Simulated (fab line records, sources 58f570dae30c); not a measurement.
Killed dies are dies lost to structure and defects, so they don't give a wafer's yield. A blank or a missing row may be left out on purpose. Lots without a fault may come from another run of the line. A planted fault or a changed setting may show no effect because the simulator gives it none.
fab line records | flow berkeley_cmos170
record lots=13 wafers=39 last_day=12
route steps=331 shown PWELL@51 GATE@140 NLDD@166 SILICIDE@211
lots that met no fault: from a run of the same line without faults
start_h: hours from the record's first day to the start of the lot's first wafer shown | wait_h: hours since the lot's step before | " the same as in the row above | L1.1+2: a row that stands for several wafers | - no value, or no start given | * or withheld: withheld | < > ~ a bound
route shown NAME@n: a module of which the file shows steps, and the number in the route of the first | usual: mean/standard deviation of fault-free wafers | same: alike in all rows | chamber/n: place in a boat | sites: the reading at each site | _std_site: their standard deviation | _edge_site: outer sites' mean less inner sites' | radius_mm: how far each site lies from the wafer's centre | mask NAME#n: copy n | behind: the tool/chamber that last shaped the wafer | hold: why the lot was held/for how many hours/how that ended | device: the transistor (n, p or np) that didn't switch | end of line: the same wafers' tests at the end of the route | a step without rows: its recipe alone | killed: dies lost to structure and defects at the first sort, not the wafer's yield | map: a wafer's dies, x killed, . not, _ none there
set.NAME: the setting as run; set.NAME@STEP: as run at that earlier step | model.NAME: the simulator's own value behind a step, which no gauge read
steps of the route over a sample of lots; a table a step, a row a wafer
services: from which hour (start_h, from the record's first day; less than 0 if before it) a tool's chamber was out of use, for how many hours, and why
## steps
# step UCB170_PWELL_TW_MEAS_17
# usual PWELL_TW=380/3.7
# columns lot.wafer tool chamber start_h wait_h PWELL_TW
L775.1 film_metro-02 - 55.65 0.1 380
L775.2 " - " " 382
L775.4 " - " " 378
L776.1 film_metro-04 - 57.18 0.1 374
L776.2 " - " " 372
L776.3 " - " " 372
L778.1 film_metro-02 - 64.11 0.1 381
L778.2 " - " " 381
L778.4 " - " " 382
L777.2 film_metro-01 - 64.13 0.1 380
L777.5 " - " " 380
L777.6 " - " " 380
L779.1 film_metro-02 - 64.38 0.1 383
L779.3 " - " " 380
L779.5 " - " " 381
L781.1 film_metro-01 - 82.03 0.1 381
L781.4 " - " " 381
L781.5 " - " " 382
L783.1 film_metro-01 - 91.22 0.1 381
L783.2 " - " " 381
L783.4 " - " " 379
L787.1 film_metro-02 - 106.78 0.1 382
L787.3 " - " " 383
L787.5 " - " " 384
L789.1 film_metro-01 - 111.48 0.1 378
L789.2 " - " " 378
L789.6 " - " " 378
L792.3 film_metro-04 - 134.92 0.1 374
L792.5 " - " " 376
L792.6 " - " " 373
L794.2 film_metro-02 - 144.30 0.1 384
L794.4 " - " " 386
L794.5 " - " " 385
L795.3 film_metro-04 - 159.92 0.1 377
L795.4 " - " " 376
L795.5 " - " " 374
L798.1 film_metro-02 - 166.28 0.1 387
L798.4 " - " " 385
L798.5 " - " " 384
# step UCB170_GATE_ETCH_14
# recipe chemistry=N2/H2 target_depth_a=withheld overetch_a=withheld target=BARC time_s=withheld source_w=500 bias_w=100 pressure_mtorr=30 n2_flow_sccm=100 h2_flow_sccm=200
# usual chamber_pressure_mTorr=29.999/0.027 drypump_motor_current_A=5.9/0.45 n2_flow_sccm=100.0/0.3 oes_product_au=1.010/0.023 throttle_valve_pct=13.25/0.25
# columns lot.wafer tool chamber start_h wait_h chamber_pressure_mTorr drypump_motor_current_A n2_flow_sccm oes_product_au throttle_valve_pct
L776.1 rie_diel-04 0 135.36 0.0 30.016 6.5 100.5 1.062 13.20
L776.2 " 1 " " 30.039 6.4 100.3 0.987 13.31
L776.3 " 3 " " 30.006 6.7 99.1 1.006 13.04
L775.1 rie_diel-02 1 135.63 0.0 30.002 5.6 100.0 1.029 12.95
L775.2 " 0 " " 29.972 5.7 99.9 1.014 13.19
L775.4 " 2 " " 29.991 5.5 99.7 1.006 13.72
L779.1 rie_diel-02 0 141.49 0.0 30.016 5.7 100.5 1.015 13.17
L779.3 " 2 " " 30.051 5.5 99.6 0.996 13.72
L779.5 " 0 " " 29.992 5.7 100.3 1.014 13.19
L777.2 rie_diel-01 0 141.76 0.0 30.012 5.9 100.0 1.008 13.34
L777.5 " 3 " " 30.006 6.1 99.7 1.003 13.40
L777.6 " 2 " " 29.971 5.5 99.7 1.024 13.17
L778.1 rie_diel-02 1 142.04 0.0 29.998 5.6 100.1 1.025 12.97
L778.2 " 0 " " 30.011 5.7 99.0 1.011 13.16
L778.4 " 1 " " 30.001 5.6 100.4 1.031 12.97
L781.1 rie_diel-04 3 145.50 0.0 30.012 6.7 100.2 1.006 13.04
L781.4 " 1 " " 29.995 6.4 99.7 0.979 13.31
L781.5 " 2 " " 29.976 5.3 99.9 1.033 13.33
L783.1 rie_diel-02 2 168.24 0.0 30.013 5.5 100.3 0.984 13.75
L783.2 " 1 " " 30.004 5.6 100.3 1.030 12.96
L783.4 " 0 " " 29.971 5.7 100.2 1.017 13.19
L789.1 rie_diel-02 1 182.80 0.0 30.014 5.6 100.3 1.019 12.95
L789.2 " 0 " " 29.962 5.7 99.6 1.013 13.18
L789.6 " 1 " " 29.967 5.6 99.9 1.030 12.95
L787.1 rie_diel-04 1 194.89 0.0 29.987 6.4 100.2 0.977 13.27
L787.3 " 2 " " 30.035 5.3 99.9 1.050 13.30
L787.5 " 3 " " 30.023 6.7 100.0 1.006 13.04
L792.3 rie_diel-02 1 210.59 0.0 30.012 5.6 100.1 1.023 12.96
L792.5 " 3 " " 29.995 6.4 100.3 0.980 12.95
L792.6 " 2 " " 29.999 5.5 99.8 0.985 13.74
L794.2 rie_diel-04 1 224.60 0.0 30.041 6.4 99.7 0.979 13.28
L794.4 " 3 " " 29.986 6.7 100.2 1.005 13.06
L794.5 " 3 " " 29.991 6.7 99.8 1.001 13.05
L798.1 rie_diel-04 2 240.61 0.0 29.990 5.3 100.0 1.037 13.29
L798.4 " 1 " " 29.992 6.5 100.2 0.980 13.29
L798.5 " 1 " " 30.026 6.5 100.3 0.971 13.29
L795.3 rie_diel-02 2 240.88 0.0 30.017 5.5 99.8 0.991 13.75
L795.4 " 1 " " 29.994 5.6 99.9 1.036 12.96
L795.5 " 2 " " 29.981 5.5 99.9 0.995 13.74
# step UCB170_NLDD_IMPLANT_08
# recipe species=As dose_cm2=5e+13 energy_kev=30 tilt_deg=6.691 rotation_deg=0
# usual beam_energy_keV=30.000/0.01 beam_on_s=10.01/0.2 dose_ions_cm2=5e+13/5.5e+10 end_station_pressure_torr=5.12e-06/3e-07
# columns lot.wafer tool chamber start_h wait_h beam_energy_keV beam_on_s dose_ions_cm2 end_station_pressure_torr
L776.1 implanter-03 0 138.86 0.0 30.009 10.16 4.998e+13 5.76e-06
L776.2 " 0 " " 30.003 10.16 4.998e+13 4.99e-06
L776.3 " 0 " " 29.996 10.14 4.995e+13 4.97e-06
L775.1 implanter-04 0 139.85 0.0 30.004 9.78 4.995e+13 5.08e-06
L775.2 " 0 " " 30.015 9.98 4.991e+13 5.15e-06
L775.4 " 0 " " 29.987 10.01 5.007e+13 5.3e-06
L779.1 implanter-01 0 146.48 0.0 30.004 9.94 4.995e+13 5.3e-06
L779.3 " 0 " " 30.008 10.01 4.997e+13 5.11e-06
L779.5 " 0 " " 30.000 9.96 5.003e+13 4.6e-06
L777.2 implanter-03 0 146.68 0.0 29.998 10.02 4.996e+13 4.63e-06
L777.5 " 0 " " 30.017 10.05 5.006e+13 5.47e-06
L777.6 " 0 " " 30.000 10.08 5.006e+13 5.13e-06
L778.1 implanter-01 0 146.93 0.0 30.010 10.15 5e+13 5.2e-06
L778.2 " 0 " " 30.015 10.01 4.993e+13 4.93e-06
L778.4 " 0 " " 30.000 10.33 4.99e+13 5.18e-06
L781.1 implanter-04 0 149.12 0.0 29.991 9.96 5.001e+13 4.76e-06
L781.4 " 0 " " 30.002 10.23 4.996e+13 5.56e-06
L781.5 " 0 " " 29.993 10.13 4.998e+13 5.44e-06
L783.1 implanter-03 0 172.21 0.0 29.999 9.93 4.872e+13 4.41e-06
L783.2 " 0 " " 30.001 9.78 4.878e+13 4.97e-06
L783.4 " 0 " " 29.986 10.04 4.872e+13 5.09e-06
L789.1 implanter-01 0 186.04 0.0 30.003 10.01 5.001e+13 5.15e-06
L789.2 " 0 " " 30.014 9.72 5.005e+13 4.62e-06
L789.6 " 0 " " 29.996 10.21 5.01e+13 5.37e-06
L787.1 implanter-03 0 200.35 0.0 30.002 10.16 4.871e+13 5.14e-06
L787.3 " 0 " " 29.989 9.92 4.874e+13 5.33e-06
L787.5 " 0 " " 29.992 10.02 4.875e+13 4.99e-06
L792.3 implanter-01 0 213.97 0.1 30.031 9.82 4.999e+13 4.94e-06
L792.5 " 0 " " 29.997 10.00 5.001e+13 5.7e-06
L792.6 " 0 " " 30.012 9.75 5.001e+13 5e-06
L794.2 implanter-04 0 228.29 0.0 29.988 9.94 4.999e+13 5.12e-06
L794.4 " 0 " " 29.994 9.54 4.996e+13 5.13e-06
L794.5 " 0 " " 30.000 10.03 5.004e+13 4.68e-06
L798.1 implanter-04 0 245.68 0.0 29.992 9.95 4.993e+13 5.39e-06
L798.4 " 0 " " 29.991 10.40 5.001e+13 5.31e-06
L798.5 " 0 " " 29.983 9.79 5.002e+13 5.11e-06
L795.3 implanter-04 0 246.68 0.1 30.005 10.19 5.005e+13 4.69e-06
L795.4 " 0 " " 30.002 9.93 5.007e+13 5.4e-06
L795.5 " 0 " " 29.999 10.02 5.002e+13 4.57e-06
# step UCB170_SDANNEAL_RS_MEAS_05
# recipe thk_meas_gauge=four-point-probe
# usual NLDD_RS=615.3/1.2
# columns lot.wafer tool chamber start_h wait_h NLDD_RS[ohm/sq]
L776.1 film_metro-01 - 150.25 0.1 614.5
L776.2 " - " " 615.3
L776.3 " - " " 615.2
L775.1 film_metro-03 - 150.45 0.1 614.8
L775.2 " - " " 615.5
L775.4 " - " " 615.2
L779.1 film_metro-01 - 157.26 0.1 615.8
L779.3 " - " " 617.3
L779.5 " - " " 616.0
L777.2 film_metro-03 - 157.28 0.1 614.0
L777.5 " - " " 615.0
L777.6 " - " " 615.9
L778.1 film_metro-02 - 157.57 0.1 615.9
L778.2 " - " " 615.5
L778.4 " - " " 614.2
L781.1 film_metro-01 - 159.42 0.1 615.5
L781.4 " - " " 617.0
L781.5 " - " " 617.7
L783.1 film_metro-01 - 183.63 0.1 622.0
L783.2 " - " " 621.7
L783.4 " - " " 622.4
L789.1 film_metro-03 - 201.71 0.1 615.1
L789.2 " - " " 615.5
L789.6 " - " " 615.2
L787.1 film_metro-02 - 211.04 0.1 621.0
L787.3 " - " " 620.8
L787.5 " - " " 621.1
L792.3 film_metro-02 - 225.04 0.1 616.4
L792.5 " - " " 614.3
L792.6 " - " " 615.5
L794.2 film_metro-02 - 242.31 0.1 615.0
L794.4 " - " " 618.7
L794.5 " - " " 617.2
L798.1 film_metro-02 - 255.12 0.1 613.2
L798.4 " - " " 613.7
L798.5 " - " " 615.2
L795.3 film_metro-01 - 255.56 0.1 615.8
L795.4 " - " " 616.0
L795.5 " - " " 615.6
# step UCB170_SILICIDE_SPUTTER_01
# recipe material=Ti target_thk_nm=30 time_s=25 power_w=1517 chamber_pressure_pa=0.5
# usual throttle_valve_pct=30.7/0.98
# columns lot.wafer tool chamber start_h wait_h throttle_valve_pct
L776.1 pvd_sputter-01 - 150.43 0.0 31.5
L776.2 " - " " 30.8
L776.3 " - " " 31.8
L775.1 pvd_sputter-03 - 150.64 0.0 30.8
L775.2 " - " " 29.7
L775.4 " - " " 32.0
L777.2 pvd_sputter-04 - 157.44 0.0 30.3
L777.5 " - " " 31.3
L777.6 " - " " 30.3
L779.1 pvd_sputter-03 - 157.44 0.0 30.8
L779.3 " - " " 29.7
L779.5 " - " " 31.2
L778.1 pvd_sputter-01 - 157.75 0.0 31.8
L778.2 " - " " 30.1
L778.4 " - " " 31.4
L781.1 pvd_sputter-03 - 159.61 0.0 29.4
L781.4 " - " " 31.0
L781.5 " - " " 29.8
L783.1 pvd_sputter-04 - 183.81 0.0 30.2
L783.2 " - " " 31.2
L783.4 " - " " 30.1
L789.1 pvd_sputter-04 - 201.90 0.0 30.2
L789.2 " - " " 28.8
L789.6 " - " " 31.4
L787.1 pvd_sputter-01 - 211.22 0.0 31.7
L787.3 " - " " 30.7
L787.5 " - " " 31.6
L792.3 pvd_sputter-03 - 225.19 0.0 30.7
L792.5 " - " " 32.3
L792.6 " - " " 29.6
L794.2 pvd_sputter-01 - 242.48 0.0 30.9
L794.4 " - " " 32.0
L794.5 " - " " 31.7
L798.1 pvd_sputter-03 - 255.31 0.0 32.0
L798.4 " - " " 29.7
L798.5 " - " " 30.8
L795.3 pvd_sputter-01 - 255.71 0.0 31.8
L795.4 " - " " 31.9
L795.5 " - " " 32.0
## services
# columns tool chamber start_h hours kind
rie_diel-02 3 125.86 - clean
rie_diel-02 3 125.86 26.5 scheduled_down
rie_diel-02 3 125.86 26.5 vent_cycle
rie_diel-04 - 128.33 0.6 repair
implanter-04 - 143.81 3.7 pm
rie_diel-04 2 147.84 1.6 repair
rie_diel-04 2 157.10 15.3 repair
implanter-01 - 159.16 1.8 repair
pvd_sputter-03 - 161.57 1.8 repair
rie_diel-02 2 169.75 3.6 repair
pvd_sputter-03 - 175.28 1.3 repair
rie_diel-01 0 176.66 2.3 repair
rie_diel-02 3 177.17 8.4 repair
rie_diel-01 0 181.02 4.1 repair
rie_diel-02 0 189.04 50.2 repair
implanter-01 - 237.15 1.4 repair
implanter-01 - 244.70 18.1 pm
pvd_sputter-03 - 253.80 1.4 repair
## key
first_sign step=UCB170_NLDD_IMPLANT_08 reading=dose_ions_cm2 direction=down sigmas=23 usual=5e+13 struck=4.874e+13
effect step=UCB170_SDANNEAL_RS_MEAS_05 reading=NLDD_RS direction=up sigmas=5 usual=615.3 struck=621.5
met_at UCB170_NLDD_IMPLANT_08
struck_lots L783,L787
tester_left_out L783,L787
not_acting_at UCB170_PWELL_TW_MEAS_17,UCB170_GATE_ETCH_14,UCB170_SILICIDE_SPUTTER_01
onset_between 146.68 172.21
fault kind=process_parameter_drift tool=implanter-03 chamber=- onset_h=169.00 steps=UCB170_NLDD_IMPLANT_08 channel=dose_cm2 offset=-1.2487e+12 shape=step end_h=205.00 acts_in=these_recipes_only stated=5e+13
# tester_left_out: of these lots the tester's yield and bins aren't shown, on N5 and GAA mostly nor the transistor test; their killed dies are dies lost to structure and defects alone, not to doping, threshold or leakage, so they don't give the yield
